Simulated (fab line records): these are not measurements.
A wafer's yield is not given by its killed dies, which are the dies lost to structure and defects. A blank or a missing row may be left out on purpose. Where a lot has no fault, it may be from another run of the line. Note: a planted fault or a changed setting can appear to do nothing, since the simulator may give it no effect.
fab line records | flow berkeley-cmos170
[record] lots = 14 wafers = 42 last-day = 13
route steps=331 shown PFIELD@88 PLDD@148 SILICIDE@213
lots that met no fault: taken from a fault-free run of the same line
start-h: start of the lot's first displayed wafer, in hours after the record's first day | wait-h: time in hours since the lot's previous step | " identical to the entry in the row above | L1.1+2: a row that stands for several wafers | - either no value or no given start | * or withheld: withheld | < > ~ a bound
route shown NAME@n: names a module that has steps shown in the file, with the first one's number in the route | usual: mean/standard deviation of fault-free wafers | same: alike in all rows | chamber/n: place in a boat | sites: readings site by site | _std_site: how widely they spread, as a standard deviation | _edge_site: inner sites' mean taken away from outer sites' mean | radius-mm: for every site, how far away it sits from the centre of the wafer | mask NAME#n: copy n | behind: the most recent tool/chamber to have shaped the wafer | hold: the reason the lot was held/the length of the hold in hours/how it ended | device: whichever transistor did not switch (one of n, p or np) | end of line: tests of these same wafers at the route's end | a step without rows: its recipe alone | killed: count of dies lost to structure and defects at first sort (not the wafer's yield) | map: a wafer's dies, marking killed ones x, the rest . and places with no die _
set.NAME: the setting that was run; set.NAME@STEP: the one run at that earlier step | model.NAME: the simulator's own value behind a step, which no gauge read
the route's steps for a sample of lots (tables are steps, rows are wafers)
services: the hour from which a tool's chamber was out of use, counted from the record's first day as start-h (under 0 if before that day), plus the number of hours and why
[[steps]]
[step UCB170_PFIELD_TW_MEAS_09]
[usual] PFIELD_TW = 603/4.5
// columns lot.wafer tool chamber start-h wait-h PFIELD_TW
L148.1 film-metro-02 - 102.94 0.1 599
L148.3 " - " " 599
L148.4 " - " " 595
L150.2 film-metro-03 - 114.37 0.1 603
L150.3 " - " " 604
L150.4 " - " " 606
L152.2 film-metro-01 - 114.64 0.1 600
L152.5 " - " " 602
L152.6 " - " " 602
L149.1 film-metro-01 - 115.36 0.1 603
L149.4 " - " " 602
L149.6 " - " " 605
L153.4 film-metro-03 - 128.15 0.1 604
L153.5 " - " " 604
L153.6 " - " " 605
L155.2 film-metro-03 - 128.73 0.1 607
L155.3 " - " " 605
L155.4 " - " " 606
L157.3 film-metro-01 - 142.00 0.1 608
L157.4 " - " " 609
L157.6 " - " " 610
L156.1 film-metro-03 - 142.77 0.1 603
L156.3 " - " " 609
L156.4 " - " " 610
L158.1 film-metro-02 - 156.86 0.1 600
L158.3 " - " " 598
L158.6 " - " " 598
L159.1 film-metro-02 - 157.41 0.1 598
L159.2 " - " " 599
L159.6 " - " " 597
L161.1 film-metro-01 - 167.76 0.1 605
L161.2 " - " " 609
L161.5 " - " " 609
L167.1 film-metro-03 - 193.98 0.1 595
L167.2 " - " " 598
L167.5 " - " " 596
L168.1 film-metro-01 - 204.71 0.1 607
L168.2 " - " " 606
L168.4 " - " " 603
L169.2 film-metro-03 - 205.32 0.1 595
L169.3 " - " " 598
L169.4 " - " " 597
[step UCB170_PLDD_EXPOSE_03]
[recipe] mask-id = PSELECT na = 0.5 sigma-outer = 0.6 source-shape = conventional target-cd-nm = 1200 dose-mj = 30
// columns lot.wafer tool chamber start-h wait-h mask
L148.1+3+4 krf-scanner-02 0 160.84 0.2 PSELECT#0
L149.1+4+6 krf-scanner-01 0 174.02 0.2 PSELECT#0
L150.2+3+4 krf-scanner-01 0 174.16 0.2 PSELECT#0
L152.2+5+6 krf-scanner-02 0 174.40 0.4 PSELECT#0
L155.2+3+4 krf-scanner-01 0 191.11 0.1 PSELECT#0
L153.4+5+6 krf-scanner-02 0 191.46 0.2 PSELECT#0
L156.1+3+4 krf-scanner-01 0 207.10 0.1 PSELECT#0
L157.3+4+6 krf-scanner-01 0 207.49 0.1 PSELECT#0
L158.1+3+6 krf-scanner-02 0 215.45 0.2 PSELECT#0
L159.1+2+6 krf-scanner-01 0 215.69 0.3 PSELECT#0
L161.1+2+5 krf-scanner-01 0 230.66 0.1 PSELECT#0
L167.1+2+5 krf-scanner-01 0 259.23 0.1 PSELECT#0
L168.1+2+4 krf-scanner-02 0 263.64 0.1 PSELECT#0
L169.2+3+4 krf-scanner-02 0 264.11 0.1 PSELECT#0
[step UCB170_PLDD_CD_MEAS_06]
[recipe] target-cd-nm = 1200
[usual] cd-nm = 1199.6/1.3
// columns lot.wafer tool chamber start-h wait-h cd-nm
L148.1 cd-sem-01 - 161.32 - 1198.0
L148.3 " - " " 1199.3
L148.4 " - " " 1198.0
L149.1 cd-sem-01 - 174.81 - 1198.3
L149.4 " - " " 1197.8
L149.6 " - " " 1197.1
L150.2 cd-sem-02 - 174.95 - 1199.0
L150.3 " - " " 1199.6
L150.4 " - " " 1199.1
L152.2 cd-sem-01 - 175.11 - 1198.4
L152.5 " - " " 1199.0
L152.6 " - " " 1200.0
L155.2 cd-sem-02 - 191.65 - 1200.3
L155.3 " - " " 1202.2
L155.4 " - " " 1202.0
L153.4 cd-sem-01 - 191.88 - 1199.0
L153.5 " - " " 1199.9
L153.6 " - " " 1198.5
L156.1 cd-sem-01 - 207.65 - 1198.5
L156.3 " - " " 1197.5
L156.4 " - " " 1198.7
L157.3 cd-sem-01 - 208.22 - 1199.3
L157.4 " - " " 1199.4
L157.6 " - " " 1200.1
L158.1 cd-sem-01 - 215.84 - 1200.2
L158.3 " - " " 1198.6
L158.6 " - " " 1199.2
L159.1 cd-sem-02 - 216.08 - 1200.3
L159.2 " - " " 1199.1
L159.6 " - " " 1199.6
L161.1 cd-sem-01 - 231.39 - 1201.1
L161.2 " - " " 1200.4
L161.5 " - " " 1198.9
L167.1 cd-sem-01 - 260.39 - 1200.9
L167.2 " - " " 1201.1
L167.5 " - " " 1199.8
L168.1 cd-sem-02 - 264.82 - 1206.3
L168.2 " - " " 1211.7
L168.4 " - " " 1203.4
L169.2 cd-sem-01 - 265.11 - 1209.9
L169.3 " - " " 1205.3
L169.4 " - " " 1207.5
[step UCB170_PLDD_OVL_MEAS_07]
[usual] PLDD_OVL = 1/6.4
// columns lot.wafer tool chamber start-h wait-h PLDD_OVL[nm]
L148.1 overlay-02 - 161.44 0.1 3
L148.3 " - " " 3
L148.4 " - " " -1
L149.1 overlay-02 - 174.93 0.1 0
L149.4 " - " " -6
L149.6 " - " " -4
L150.2 overlay-01 - 175.06 0.1 3
L150.3 " - " " 0
L150.4 " - " " 9
L152.2 overlay-02 - 175.21 0.1 10
L152.5 " - " " -2
L152.6 " - " " 10
L155.2 overlay-01 - 191.76 0.1 8
L155.3 " - " " 7
L155.4 " - " " 4
L153.4 overlay-02 - 191.95 0.1 2
L153.5 " - " " -1
L153.6 " - " " 9
L156.1 overlay-02 - 207.77 0.1 2
L156.3 " - " " 0
L156.4 " - " " 3
L157.3 overlay-02 - 208.31 0.1 7
L157.4 " - " " 11
L157.6 " - " " 14
L158.1 overlay-01 - 215.96 0.1 -5
L158.3 " - " " 1
L158.6 " - " " 5
L159.1 overlay-02 - 216.20 0.1 10
L159.2 " - " " 9
L159.6 " - " " 10
L161.1 overlay-02 - 231.51 0.1 -1
L161.2 " - " " -1
L161.5 " - " " -4
L167.1 overlay-02 - 260.51 0.1 -11
L167.2 " - " " 6
L167.5 " - " " -2
L168.1 overlay-01 - 264.94 0.1 -6
L168.2 " - " " 10
L168.4 " - " " 1
L169.2 overlay-01 - 265.22 0.1 -4
L169.3 " - " " -12
L169.4 " - " " 0
[step UCB170_SILICIDE_THK_MEAS_03]
[recipe] thk-meas-gauge = xrf reads = Ti_of_SILICIDE_SPUTTER_01
[usual] SILICIDE_TI_THK = 30.0/0.39
// columns lot.wafer tool chamber start-h wait-h SILICIDE_TI_THK[nm]
L148.1 film-metro-04 - 175.63 0.1 29.4
L148.3 " - " " 29.7
L148.4 " - " " 29.4
L149.1 film-metro-03 - 191.36 0.1 30.1
L149.4 " - " " 29.9
L149.6 " - " " 30.0
L152.2 film-metro-03 - 191.61 0.1 30.2
L152.5 " - " " 30.2
L152.6 " - " " 30.2
L150.2 film-metro-03 - 191.89 0.1 30.5
L150.3 " - " " 30.6
L150.4 " - " " 30.6
L155.2 film-metro-03 - 209.00 0.1 30.1
L155.3 " - " " 30.3
L155.4 " - " " 30.0
L153.4 film-metro-03 - 209.52 0.1 29.0
L153.5 " - " " 29.3
L153.6 " - " " 30.2
L156.1 film-metro-03 - 223.56 0.1 30.1
L156.3 " - " " 29.9
L156.4 " - " " 30.0
L157.3 film-metro-03 - 223.96 0.1 29.9
L157.4 " - " " 30.3
L157.6 " - " " 30.2
L158.1 film-metro-03 - 230.10 0.1 29.8
L158.3 " - " " 29.8
L158.6 " - " " 29.9
L159.1 film-metro-03 - 230.68 0.1 30.0
L159.2 " - " " 30.2
L159.6 " - " " 29.9
L161.1 film-metro-03 - 246.46 0.1 29.3
L161.2 " - " " 30.2
L161.5 " - " " 30.1
L167.1 film-metro-03 - 281.08 0.1 29.9
L167.2 " - " " 29.7
L167.5 " - " " 30.1
L168.1 film-metro-04 - 281.38 0.1 30.3
L168.2 " - " " 30.0
L168.4 " - " " 30.0
L169.2 film-metro-02 - 281.39 0.1 30.5
L169.3 " - " " 30.7
L169.4 " - " " 30.2
[[services]]
// columns tool chamber start-h hours kind
krf-scanner-01 0 138.54 - calibration
krf-scanner-01 - 160.36 0.8 pm
krf-scanner-02 - 178.07 1.3 pm
krf-scanner-01 - 179.37 3.6 pm
krf-scanner-02 - 188.21 1.0 pm
krf-scanner-01 - 191.54 1.0 pm
krf-scanner-02 - 208.74 2.0 repair
krf-scanner-02 - 227.82 3.6 pm
krf-scanner-02 0 252.61 - calibration
[[key]]
[first-sign] step = UCB170_PLDD_CD_MEAS_06 reading = cd-nm direction = up sigmas = 5.9 usual = 1199.6 struck = 1207.3
effect none on later readings
met-at UCB170_PLDD_EXPOSE_03
struck-lots L168,L169
rows-end L169.2,L169.3,L169.4
tester-left-out L168
not-acting-at UCB170_PFIELD_TW_MEAS_09,UCB170_PLDD_OVL_MEAS_07,UCB170_SILICIDE_THK_MEAS_03
onset-between 215.45 263.64
also-fits time
[fault] kind = process-parameter-drift tool = krf-scanner-02 chamber = - onset-h = 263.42 steps = UCB170_PLDD_EXPOSE_03 channel = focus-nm offset = 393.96 spread-by-wafer = 0.3 shape = step end-h = 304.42
// tester-left-out: of these lots the tester's yield and bins aren't shown, on N5 and GAA mostly nor the transistor test; their killed dies are dies lost to structure and defects alone, not to doping, threshold or leakage, so they don't give the yield
// rows-end: these wafers met a further fault down the route, and their rows from its step on are left out
